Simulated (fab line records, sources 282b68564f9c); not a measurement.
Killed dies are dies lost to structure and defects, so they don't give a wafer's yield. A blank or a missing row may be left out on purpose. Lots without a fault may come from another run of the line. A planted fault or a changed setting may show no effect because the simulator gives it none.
fab line records | flow rit_cmos
record lots=5 wafers=15 last_day=7
route steps=202 shown ACTIVE@11 FOX1@20 FOX2@23 NWELL@28 PWELL@39 WELLDRIVE@50 SILICIDE@161 M1@202
lots that met no fault: from a run of the same line without faults
start_h: hours from the record's first day to the start of the lot's first wafer shown | wait_h: hours since the lot's step before | " the same as in the row above | L1.1+2: a row that stands for several wafers | - no value, or no start given | * or withheld: withheld | < > ~ a bound
route shown NAME@n: a module of which the file shows steps, and the number in the route of the first | usual: mean/standard deviation of fault-free wafers | same: alike in all rows | chamber/n: place in a boat | sites: the reading at each site | _std_site: their standard deviation | _edge_site: outer sites' mean less inner sites' | radius_mm: how far each site lies from the wafer's centre | mask NAME#n: copy n | behind: the tool/chamber that last shaped the wafer | hold: why the lot was held/for how many hours/how that ended | device: the transistor (n, p or np) that didn't switch | end of line: the same wafers' tests at the end of the route | a step without rows: its recipe alone | killed: dies lost to structure and defects at the first sort, not the wafer's yield | map: a wafer's dies, x killed, . not, _ none there
set.NAME: the setting as run; set.NAME@STEP: as run at that earlier step | model.NAME: the simulator's own value behind a step, which no gauge read
lots at some steps of the route; a table a step, a row a wafer
services: from which hour (start_h, from the record's first day; less than 0 if before it) a tool's chamber was out of use, for how many hours, and why
## steps
# step RIT_ACTIVE_DEVELOP_10
# recipe resist=NOVOLAK develop_time_s=50 dev_temp_c=23
# step RIT_ACTIVE_CD_MEAS_11
# recipe target_cd_nm=1400
# usual cd_nm=1400.9/1.7
# columns lot.wafer tool chamber start_h wait_h cd_nm
L516.2 cd_sem-02 - 49.65 - 1399.8
L516.4 " - " " 1404.0
L516.5 " - " " 1400.8
L518.2 cd_sem-01 - 60.29 - 1399.8
L518.4 " - " " 1400.7
L518.5 " - " " 1400.5
L522.1 cd_sem-02 - 79.56 - 1398.9
L522.2 " - " " 1402.7
L522.4 " - " " 1401.2
L526.2 cd_sem-02 - 100.39 - 1399.6
L526.4 " - " " 1402.5
L526.5 " - " " 1400.6
L530.1 cd_sem-02 - 119.59 - 1402.9
L530.2 " - " " 1403.4
L530.6 " - " " 1403.4
# step RIT_ACTIVE_HARDBAKE_12
# recipe resist=NOVOLAK temp_c=140 time_s=60
# step RIT_ACTIVE_ETCH_13
# recipe stop_on=SiO2 chemistry=SF6 target=Si3N4 time_s=210 over_etch_frac=0.4 SF6_flow_sccm=200 pressure_mtorr=260 rf_w=125 target_depth_a=2100
# usual drypump_motor_current_A=5.8/0.43 oes_product_au=0.822/0.012 rf_fwd_power_W=124.6/0.42 throttle_valve_pct=7.47/0.11
# columns lot.wafer tool chamber start_h wait_h drypump_motor_current_A oes_product_au rf_fwd_power_W rf_hours_counter_h throttle_valve_pct
L516.2 rie_diel-02 0 49.90 0.1 6.7 0.809 124.8 64 7.32
L516.4 " 3 " " 6.5 0.845 124.3 151 7.65
L516.5 " 3 " " 6.5 0.844 124.2 - 7.68
L518.2 rie_diel-01 3 60.54 0.1 5.8 0.807 124.6 131 7.32
L518.4 " 1 " " 5.3 0.830 123.6 - 7.57
L518.5 " 0 " " 5.4 0.825 124.6 - 7.52
L522.1 rie_diel-02 1 79.83 0.1 5.7 0.821 123.7 110 7.58
L522.2 " 3 " " 6.5 0.853 124.6 152 7.66
L522.4 " 0 " " 6.7 0.821 124.7 65 7.32
L526.2 rie_diel-02 0 100.64 0.1 6.7 0.818 124.5 65 7.31
L526.4 " 1 " " 5.7 0.820 124.8 - 7.60
L526.5 " 0 " " 6.7 0.818 124.3 - 7.34
L530.1 rie_diel-04 1 119.86 0.1 5.5 0.817 124.8 34 7.52
L530.2 " 3 " " 6.0 0.816 124.6 5 7.52
L530.6 " 3 " " 6.0 0.824 124.4 - 7.51
# step RIT_ACTIVE_STRIP_14
# recipe chemistry=O2 time_s=180 resist=NOVOLAK platen_temp_c=withheld power_w=500 pressure_mtorr=4000 o2_flow_sccm=4000
# usual drypump_motor_current_A=5.8/0.54
# columns lot.wafer tool chamber start_h wait_h drypump_motor_current_A rf_hours_counter_h
L516.2 plasma_asher-01 1 50.03 0.1 5.9 40
L516.4 " 1 " " 5.9 -
L516.5 " 0 " " 5.2 -
L518.2 plasma_asher-01 0 60.68 0.1 5.2 42
L518.4 " 1 " " 6.0 -
L518.5 " 0 " " 5.2 -
L522.1 plasma_asher-04 1 79.97 0.1 6.5 45
L522.2 " 0 " " 5.8 45
L522.4 " 1 " " 6.5 -
L526.2 plasma_asher-04 0 100.77 0.1 5.8 48
L526.4 " 1 " " 6.5 -
L526.5 " 0 " " 5.8 -
L530.1 plasma_asher-02 0 120.00 0.1 6.2 0
L530.2 " 1 " " 4.9 0
L530.6 " 0 " " 6.2 -
# step RIT_ACTIVE_CD_MEAS_90
# recipe target_cd_nm=1400
# usual cd_nm=1400.9/1.8
# columns lot.wafer tool chamber start_h wait_h cd_nm
L516.2 cd_sem-01 - 50.23 0.1 1400.1
L516.4 " - " " 1404.7
L516.5 " - " " 1401.0
L518.2 cd_sem-02 - 60.87 0.1 1399.7
L518.4 " - " " 1400.9
L518.5 " - " " 1400.4
L522.1 cd_sem-01 - 80.14 0.1 1399.3
L522.2 " - " " 1402.9
L522.4 " - " " 1401.3
L526.2 cd_sem-01 - 100.97 0.1 1399.6
L526.4 " - " " 1402.8
L526.5 " - " " 1400.6
L530.1 cd_sem-01 - 120.17 0.1 1403.0
L530.2 " - " " 1403.3
L530.6 " - " " 1403.1
# step RIT_ACTIVE_CLEAN_15
# recipe chemistry=SC1 mix=3:3:50 time_s=600 temp_c=75
# step RIT_ACTIVE_CLEAN_16
# recipe chemistry=dHF dilution=50:1 time_s=30
# step RIT_ACTIVE_CLEAN_17
# recipe chemistry=SC2 mix=3:3:50 time_s=600 temp_c=75 dry=n2_spin
# step RIT_FOX1_OXIDATION_00
# recipe temp_c=1100 ambient=H2O target_thk_a=3507 p_h2o_torr=720 ox_time_s=1130
# step RIT_FOX1_THK_MEAS_01
# recipe reads=SiO2_of_FOX1_OXIDATION_00
# usual FOX1_OXIDE_THK=352/7.4
# columns lot.wafer tool chamber start_h wait_h FOX1_OXIDE_THK[nm]
L516.2 film_metro-04 - 52.30 0.0 364
L516.4 " - " " 356
L516.5 " - " " 364
L518.2 film_metro-01 - 62.69 0.0 353
L518.4 " - " " 353
L518.5 " - " " 355
L522.1 film_metro-01 - 82.21 0.0 353
L522.2 " - " " 360
L522.4 " - " " 352
L526.2 film_metro-01 - 103.38 0.0 337
L526.4 " - " " 344
L526.5 " - " " 340
L530.1 film_metro-04 - 122.65 0.0 345
L530.2 " - " " 351
L530.6 " - " " 349
# step RIT_FOX1_WET_ETCH_02
# recipe chemistry=BOE target_depth_nm=350 time_s=390 temp_c=21.5 dry=n2_spin dilution=10:1 target=SiO2
# step RIT_FOX2_OXIDATION_00
# recipe temp_c=1100 ambient=H2O target_thk_a=3507 p_h2o_torr=720 ox_time_s=1130
# same ox_time_s=1130
# columns lot.wafer tool chamber start_h wait_h model.SiO2_of_FOX2_OXIDATION_00.thk_nm
L516.2 furnace-04 0 52.46 0.0 356.7
L516.4 " 0 " " 355
L516.5 " 0 " " 362.1
L518.2 furnace-04 0 62.87 0.0 360.6
L518.4 " 0 " " 356.7
L518.5 " 0 " " 356.8
L522.1 furnace-03 0 82.39 0.0 349
L522.2 " 0 " " 349.1
L522.4 " 0 " " 353.5
L526.2 furnace-03 0 103.95 0.4 368.1
L526.4 " 0 " " 369.9
L526.5 " 0 " " 379.2
L530.1+2 furnace-01 0 122.85 0.0 352.5
L530.6 " 0 " " 355.6
# step RIT_FOX2_THK_MEAS_01
# recipe reads=SiO2_of_FOX2_OXIDATION_00
# usual FOX2_OXIDE_THK=352/5.7
# columns lot.wafer tool chamber start_h wait_h FOX2_OXIDE_THK[nm]
L516.2 film_metro-01 - 53.79 0.0 357
L516.4 " - " " 355
L516.5 " - " " 362
L518.2 film_metro-01 - 64.20 0.0 361
L518.4 " - " " 357
L518.5 " - " " 357
L522.1 film_metro-03 - 83.71 0.0 349
L522.2 " - " " 349
L522.4 " - " " 354
L526.2 film_metro-01 - 105.28 0.0 368
L526.4 " - " " 370
L526.5 " - " " 379
L530.1 film_metro-01 - 124.17 0.0 353
L530.2 " - " " 353
L530.6 " - " " 356
# step RIT_FOX2_CLEAN_02
# recipe chemistry=dHF dilution=50:1 time_s=180
# step RIT_FOX2_WET_ETCH_03
# recipe chemistry=H3PO4 target=Si3N4 target_depth_nm=195 temp_c=165 time_s=2700
# step RIT_FOX2_THK_MEAS_90
# recipe reads=SiO2_of_FOX2_OXIDATION_00
# usual FIELD_OXIDE_LEFT_1_THK=325/5.7
# columns lot.wafer tool chamber start_h wait_h FIELD_OXIDE_LEFT_1_THK[nm]
L516.2 film_metro-02 - 54.66 0.0 330
L516.4 " - " " 328
L516.5 " - " " 334
L518.2 film_metro-01 - 65.08 0.0 333
L518.4 " - " " 329
L518.5 " - " " 330
L522.1 film_metro-01 - 84.66 0.0 322
L522.2 " - " " 322
L522.4 " - " " 326
L526.2 film_metro-03 - 106.15 0.0 341
L526.4 " - " " 343
L526.5 " - " " 352
L530.1 film_metro-01 - 125.11 0.0 325
L530.2 " - " " 325
L530.6 " - " " 328
# step RIT_NWELL_HMDS_00
# recipe prime_time_s=60 prime_temp_c=140
# step RIT_NWELL_COAT_01
# recipe resist=NOVOLAK spin_rpm=2000 resist_thk_nm=1300
# step RIT_NWELL_SOFTBAKE_02
# recipe resist=NOVOLAK temp_c=90 time_s=60
# step RIT_NWELL_EXPOSE_03
# recipe mask_id=M2 na=0.57 target_cd_nm=43900 dose_mj=250
# step RIT_NWELL_PEB_04
# recipe resist=NOVOLAK temp_c=withheld time_s=withheld
# step RIT_NWELL_DEVELOP_05
# recipe resist=NOVOLAK develop_time_s=68 dev_temp_c=23
# step RIT_NWELL_OVL_MEAS_06
# usual NWELL_OVL=1.1/1.3
# columns lot.wafer tool chamber start_h wait_h NWELL_OVL[nm]
L516.2 overlay-01 - 55.72 - 2.0
L516.4 " - " " 1.1
L516.5 " - " " 2.4
L518.2 overlay-02 - 66.24 - -1.7
L518.4 " - " " 0.5
L518.5 " - " " 0.5
L522.1 overlay-02 - 85.60 - 2.6
L522.2 " - " " 1.3
L522.4 " - " " 2.2
L526.2 overlay-02 - 107.37 - 1.6
L526.4 " - " " 0.5
L526.5 " - " " 1.1
L530.1 overlay-01 - 126.05 - -1.4
L530.2 " - " " -1.1
L530.6 " - " " 1.0
# step RIT_NWELL_HARDBAKE_07
# recipe resist=NOVOLAK temp_c=140 time_s=120
# step RIT_NWELL_IMPLANT_08
# recipe species=P energy_kev=170 dose_cm2=5e+13 tilt_deg=7
# step RIT_NWELL_STRIP_09
# recipe chemistry=O2 time_s=180 resist=NOVOLAK platen_temp_c=withheld power_w=500 pressure_mtorr=4000 o2_flow_sccm=4000
# usual drypump_motor_current_A=5.8/0.6
# columns lot.wafer tool chamber start_h wait_h drypump_motor_current_A rf_hours_counter_h
L516.2 plasma_asher-04 0 56.15 0.1 5.8 42
L516.4 " 1 " " 6.5 -
L516.5 " 1 " " 6.5 -
L518.2 plasma_asher-03 1 66.67 0.1 6.0 26
L518.4 " 1 " " 6.1 -
L518.5 " 0 " " 4.9 -
L522.1 plasma_asher-04 0 86.03 0.1 5.8 46
L522.2 " 1 " " 6.5 46
L522.4 " 1 " " 6.5 -
L526.2 plasma_asher-02 0 107.80 0.1 6.2 43
L526.4 " 1 " " 4.9 -
L526.5 " 0 " " 6.2 -
L530.1 plasma_asher-04 1 126.49 0.1 6.5 51
L530.2 " 0 " " 5.8 51
L530.6 " 0 " " 5.8 -
# step RIT_NWELL_TW_MEAS_10
# usual NWELL_TW=2130/18
# columns lot.wafer tool chamber start_h wait_h NWELL_TW
L516.2 film_metro-01 - 56.34 0.1 2166
L516.4 " - " " 2154
L516.5 " - " " 2161
L518.2 film_metro-02 - 66.86 0.1 2119
L518.4 " - " " 2124
L518.5 " - " " 2125
L522.1 film_metro-04 - 86.21 0.1 2117
L522.2 " - " " 2111
L522.4 " - " " 2110
L526.2 film_metro-04 - 107.99 0.1 2127
L526.4 " - " " 2107
L526.5 " - " " 2116
L530.1 film_metro-04 - 126.66 0.1 2116
L530.2 " - " " 2127
L530.6 " - " " 2121
# step RIT_PWELL_HMDS_00
# recipe prime_time_s=60 prime_temp_c=140
# step RIT_PWELL_COAT_01
# recipe resist=NOVOLAK spin_rpm=2000 resist_thk_nm=1300
# step RIT_PWELL_SOFTBAKE_02
# recipe resist=NOVOLAK temp_c=90 time_s=60
# step RIT_PWELL_EXPOSE_03
# recipe mask_id=M3 na=0.57 target_cd_nm=43700 dose_mj=250
# step RIT_PWELL_PEB_04
# recipe resist=NOVOLAK temp_c=withheld time_s=withheld
# step RIT_PWELL_DEVELOP_05
# recipe resist=NOVOLAK develop_time_s=68 dev_temp_c=23
# step RIT_PWELL_OVL_MEAS_06
# usual PWELL_OVL=-0.2/1.3
# columns lot.wafer tool chamber start_h wait_h PWELL_OVL[nm]
L516.2 overlay-02 - 57.40 - -2.7
L516.4 " - " " -1.4
L516.5 " - " " 0.8
L518.2 overlay-01 - 67.92 - -0.1
L518.4 " - " " -0.7
L518.5 " - " " 2.8
L522.1 overlay-02 - 87.39 - -0.4
L522.2 " - " " -1.2
L522.4 " - " " 1.1
L526.2 overlay-02 - 108.92 - -1.3
L526.4 " - " " 0.8
L526.5 " - " " -1.7
L530.1 overlay-01 - 127.75 - -1.1
L530.2 " - " " -2.0
L530.6 " - " " -0.7
# step RIT_PWELL_HARDBAKE_07
# recipe resist=NOVOLAK temp_c=140 time_s=120
# step RIT_PWELL_IMPLANT_08
# recipe species=B energy_kev=170 dose_cm2=7e+13 tilt_deg=7
# step RIT_PWELL_STRIP_09
# recipe chemistry=O2 time_s=180 resist=NOVOLAK platen_temp_c=withheld power_w=500 pressure_mtorr=4000 o2_flow_sccm=4000
# usual drypump_motor_current_A=5.5/0.51
# columns lot.wafer tool chamber start_h wait_h drypump_motor_current_A rf_hours_counter_h
L516.2 plasma_asher-01 1 57.83 0.1 6.0 41
L516.4 " 1 " " 5.9 -
L516.5 " 1 " " 6.0 -
L518.2 plasma_asher-03 0 68.35 0.1 4.9 26
L518.4 " 1 " " 6.1 -
L518.5 " 1 " " 6.1 -
L522.1 plasma_asher-01 1 87.82 0.1 6.0 46
L522.2 " 0 " " 5.2 46
L522.4 " 0 " " 5.2 -
L526.2 plasma_asher-03 1 109.35 0.1 6.1 31
L526.4 " 1 " " 6.1 -
L526.5 " 0 " " 4.9 -
L530.1 plasma_asher-03 0 128.19 0.1 4.9 33
L530.2 " 1 " " 6.1 33
L530.6 " 0 " " 4.9 -
# step RIT_PWELL_TW_MEAS_10
# usual PWELL_TW=947/7.8
# columns lot.wafer tool chamber start_h wait_h PWELL_TW
L516.2 film_metro-02 - 58.02 0.1 942
L516.4 " - " " 940
L516.5 " - " " 942
L518.2 film_metro-01 - 68.53 0.1 958
L518.4 " - " " 956
L518.5 " - " " 960
L522.1 film_metro-02 - 88.00 0.1 941
L522.2 " - " " 943
L522.4 " - " " 945
L526.2 film_metro-02 - 109.54 0.1 947
L526.4 " - " " 948
L526.5 " - " " 951
L530.1 film_metro-02 - 128.36 0.1 944
L530.2 " - " " 942
L530.6 " - " " 941
# step RIT_WELLDRIVE_ANNEAL_00
# recipe temp_c=1100 time_s=14700 ambient=N2
# step RIT_WELLDRIVE_RS_MEAS_01
# recipe thk_meas_gauge=four-point-probe
# usual NWELL_RS=275.4/0.68
# columns lot.wafer tool chamber start_h wait_h NWELL_RS[ohm/sq]
L516.2 film_metro-01 - 63.17 0.0 275.5
L516.4 " - " " 275.5
L516.5 " - " " 276.2
L518.2 film_metro-04 - 73.69 0.0 275.2
L518.4 " - " " 275.1
L518.5 " - " " 275.8
L522.1 film_metro-02 - 93.79 0.0 274.6
L522.2 " - " " 274.7
L522.4 " - " " 276.0
L526.2 film_metro-01 - 114.91 0.0 275.7
L526.4 " - " " 275.8
L526.5 " - " " 275.9
L530.1 film_metro-01 - 133.51 0.0 276.1
L530.2 " - " " 275.2
L530.6 " - " " 275.6
# step RIT_WELLDRIVE_RS_MEAS_02
# recipe thk_meas_gauge=four-point-probe
# usual PWELL_RS=429.0/1.2
# columns lot.wafer tool chamber start_h wait_h PWELL_RS[ohm/sq]
L516.2 film_metro-01 - 63.29 0.1 428.8
L516.4 " - " " 430.1
L516.5 " - " " 430.0
L518.2 film_metro-04 - 73.81 0.1 427.5
L518.4 " - " " 430.0
L518.5 " - " " 428.1
L522.1 film_metro-02 - 93.91 0.1 426.9
L522.2 " - " " 426.5
L522.4 " - " " 427.8
L526.2 film_metro-01 - 115.03 0.1 428.6
L526.4 " - " " 427.9
L526.5 " - " " 428.2
L530.1 film_metro-01 - 133.63 0.1 426.9
L530.2 " - " " 428.7
L530.6 " - " " 429.4
# step RIT_FOX2_THK_MEAS_91
# recipe reads=SiO2_of_FOX2_OXIDATION_00
# usual FIELD_OXIDE_LEFT_2_THK=257/5.7
# columns lot.wafer tool chamber start_h wait_h FIELD_OXIDE_LEFT_2_THK[nm]
L516.2 film_metro-01 - 67.04 0.0 262
L516.4 " - " " 260
L516.5 " - " " 267
L518.2 film_metro-01 - 77.60 0.0 265
L518.4 " - " " 262
L518.5 " - " " 262
L522.1 film_metro-03 - 97.73 0.0 254
L522.2 " - " " 254
L522.4 " - " " 258
L526.2 film_metro-02 - 118.82 0.0 273
L526.4 " - " " 275
L526.5 " - " " 284
L530.1 film_metro-03 - 137.42 0.0 257
L530.2 " - " " 256
L530.6 " - " " 260
# step RIT_SILICIDE_WET_ETCH_00
# recipe chemistry=BOE target=SiO2 target_depth_nm=14 time_s=15 dry=n2_spin dilution=10:1 temp_c=21.5
# columns lot.wafer tool chamber start_h wait_h model.SiO2_of_FOX2_OXIDATION_00.thk_nm
L516.2 wet_bench-02 0 85.62 0.1 155.2
L516.4 " 0 " " 155.3
L516.5 " 0 " " 161.3
L518.2 wet_bench-03 3 94.89 0.1 160.9
L518.4 " 3 " " 157
L518.5 " 3 " " 157.6
L522.1 wet_bench-02 3 116.90 0.1 150.5
L522.2 " 3 " " 148.9
L522.4 " 3 " " 151.1
L526.2 wet_bench-02 3 136.11 0.1 165.4
L526.4 " 3 " " 169.6
L526.5 " 3 " " 178.4
L530.1 wet_bench-02 1 154.88 0.1 151.8
L530.2 " 1 " " 153.2
L530.6 " 1 " " 155.4
# step RIT_M1_PROBE_99
# usual killed_at_contacts=0.1/0.3 killed_at_front_end=7.1/3 killed_dies=7.3/3 killed_open=3.6/2 killed_short=3.5/1.9
# same gross_dies=264 killed_at_M0_to_M3=0 killed_at_M4_up=0 killed_at_back_side=0 killed_at_other=0
# columns lot.wafer tool chamber start_h wait_h killed_at_contacts killed_at_front_end killed_dies killed_open killed_short model.etest.pldd.width_nm model.etest.nldd.width_nm model.etest.pwell.rs_ohm_sq model.etest.field_n.vt_v
L516.2 prober-02 - 92.64 0.1 0 11 11 8 3 3161 3154 411.6 35.62
L516.4 prober-02 - 92.74 0.2 0 8 8 4 3 3172 3176 417.9 35.25
L516.5 prober-02 - 92.79 0.2 0 13 13 7 5 3162 3140 416.5 36.19
L518.2 prober-02 - 102.26 0.1 0 7 7 3 4 3166 3192 421.6 36.21
L518.4 prober-02 - 102.36 0.2 0 6 6 5 1 3188 3184 424 35.54
L518.5 prober-02 - 102.41 0.2 0 7 7 3 4 3176 3185 418.3 35.66
L522.1 prober-02 - 124.20 0.1 0 6 6 2 4 3170 3174 411.5 34.54
L522.2 prober-02 - 124.25 0.1 1 3 4 3 1 3172 3180 411.1 34.61
L522.4 prober-02 - 124.35 0.2 0 6 6 2 4 3179 3178 415.4 35.13
L526.2 prober-02 - 143.23 0.1 0 7 7 3 4 3163 3179 421.2 37.14
L526.4 prober-02 - 143.33 0.2 0 2 2 0 2 3196 3168 422.1 37.39
L526.5 prober-02 - 143.38 0.2 0 5 5 4 1 3171 3163 426 38.57
L530.1 prober-02 - 161.63 0.1 0 8 8 5 3 3153 3187 407.1 34.78
L530.2 prober-02 - 161.68 0.1 0 5 5 3 2 3191 3188 417.6 34.71
L530.6 prober-02 - 161.88 0.2 1 13 14 8 6 3170 3179 417.4 35.11
# killed by level:class
L516.2 REOX:geometric_particle:open=6 FOX2:geometric_particle:open=1 GATE:geometric_particle:short=1 REOX:geometric_particle:short=1 SILICIDE:geometric_particle:short=1 SILICIDE:geometric_particle:open=1
L516.4 SPACER:geometric_particle:open=2 FOX2:geometric_particle:short=1 GATE:geometric_particle:short=1 GATE:geometric_particle:open=1 REOX:geometric_particle:open=1 SPACER:geometric_particle:short=1 GATE:coat_microbubble_printed=1
L516.5 GATE:geometric_particle:short=3 GATE:geometric_particle:open=3 SPACER:geometric_particle:open=2 FOX1:geometric_particle:open=1 REOX:geometric_particle:short=1 REOX:geometric_particle:open=1 SILICIDE:geometric_particle:short=1 GATE:coat_microbubble_printed=1
L518.2 GATE:geometric_particle:short=3 FOX2:geometric_particle:short=1 FOX2:geometric_particle:open=1 SILICIDE:geometric_particle:open=1 SPACER:geometric_particle:open=1
L518.4 SPACER:geometric_particle:open=4 FOX1:geometric_particle:open=1 GATE:geometric_particle:short=1
L518.5 FOX1:geometric_particle:short=2 GATE:geometric_particle:open=1 GATE:geometric_particle:short=1 SPACER:geometric_particle:open=1 SILICIDE:geometric_particle:open=1 SILICIDE:geometric_particle:short=1
L522.1 FOX2:geometric_particle:short=2 GATE:geometric_particle:open=2 FOX1:geometric_particle:short=1 REOX:geometric_particle:short=1
L522.2 GATE:geometric_particle:open=1 GATE:geometric_particle:short=1 SPACER:geometric_particle:open=1 CONTACT:geometric_particle:open=1
L522.4 GATE:geometric_particle:open=2 FOX1:geometric_particle:short=1 FOX2:geometric_particle:short=1 GATE:geometric_particle:short=1 REOX:geometric_particle:short=1
L526.2 GATE:geometric_particle:short=2 GATE:geometric_particle:open=2 SILICIDE:geometric_particle:short=2 REOX:geometric_particle:open=1
L526.4 FOX2:geometric_particle:short=1 REOX:geometric_particle:short=1
L526.5 GATE:geometric_particle:open=2 GATE:geometric_particle:short=1 REOX:geometric_particle:open=1 SILICIDE:geometric_particle:open=1
L530.1 FOX1:geometric_particle:open=1 FOX1:geometric_particle:short=1 FOX2:geometric_particle:open=1 GATE:geometric_particle:short=1 REOX:geometric_particle:open=1 SPACER:geometric_particle:open=1 SILICIDE:geometric_particle:short=1 SILICIDE:geometric_particle:open=1
L530.2 FOX1:geometric_particle:open=1 GATE:geometric_particle:short=1 GATE:geometric_particle:open=1 SILICIDE:geometric_particle:short=1 SILICIDE:geometric_particle:open=1
L530.6 FOX1:geometric_particle:open=2 GATE:geometric_particle:open=2 GATE:geometric_particle:short=2 REOX:geometric_particle:short=2 SILICIDE:geometric_particle:open=2 ACTIVE:geometric_particle:short=1 FOX1:geometric_particle:short=1 REOX:geometric_particle:open=1
## services
# columns tool chamber start_h hours kind
plasma_asher-03 - 44.61 4.5 repair
rie_diel-01 3 45.19 7.3 repair
rie_diel-04 - 48.42 15.2 repair
rie_diel-01 2 58.00 3.0 repair
rie_diel-04 0 83.70 4.1 repair
furnace-01 - 85.35 3.3 pm
furnace-04 - 93.87 4.0 pm
rie_diel-02 2 95.63 - clean
rie_diel-02 2 95.63 36.7 scheduled_down
rie_diel-02 2 95.63 36.7 vent_cycle
plasma_asher-02 - 108.75 9.0 pm
plasma_asher-02 0 108.75 9.0 vent_cycle
plasma_asher-02 1 108.75 9.0 vent_cycle
furnace-04 - 109.31 3.3 pm
plasma_asher-03 - 110.13 0.6 repair
rie_diel-02 1 115.91 2.9 repair
plasma_asher-02 0 117.75 - clean
plasma_asher-02 1 117.75 - clean
plasma_asher-02 - 120.17 14.6 pm
furnace-03 - 124.37 3.1 pm
furnace-03 - 124.80 1.1 repair
rie_diel-02 3 132.35 - clean
rie_diel-02 3 132.35 18.6 scheduled_down
rie_diel-02 3 132.35 18.6 vent_cycle
## key
first_sign step=RIT_FOX2_THK_MEAS_01 reading=FOX2_OXIDE_THK direction=up sigmas=3.5 usual=352 struck=372
effect step=RIT_FOX2_THK_MEAS_90 reading=FIELD_OXIDE_LEFT_1_THK direction=up sigmas=3.6 usual=325 struck=345
effect step=RIT_FOX2_THK_MEAS_91 reading=FIELD_OXIDE_LEFT_2_THK direction=up sigmas=3.5 usual=257 struck=277
model_effect step=RIT_FOX2_OXIDATION_00 value=SiO2_of_FOX2_OXIDATION_00.thk_nm without=351.6 struck=372.4
model_effect step=RIT_SILICIDE_WET_ETCH_00 value=SiO2_of_FOX2_OXIDATION_00.thk_nm without=150.4 struck=171.1
model_effect step=RIT_M1_PROBE_99 value=etest.pldd.width_nm without=3202 struck=3177
met_at RIT_FOX2_OXIDATION_00
struck_wafers L526.2,L526.4,L526.5
tester_left_out L526
onset_between 82.39 103.95
also_fits RIT_ACTIVE_ETCH_13:rie_diel-02,RIT_ACTIVE_STRIP_14:plasma_asher-04
fault kind=process_parameter_drift tool=furnace-03 chamber=- onset_h=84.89 steps=RIT_FOX2_OXIDATION_00 channel=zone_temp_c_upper offset=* shape=step end_h=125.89
# tester_left_out: of these lots the tester's yield and bins aren't shown, on N5 and GAA mostly nor the transistor test; their killed dies are dies lost to structure and defects alone, not to doping, threshold or leakage, so they don't give the yield
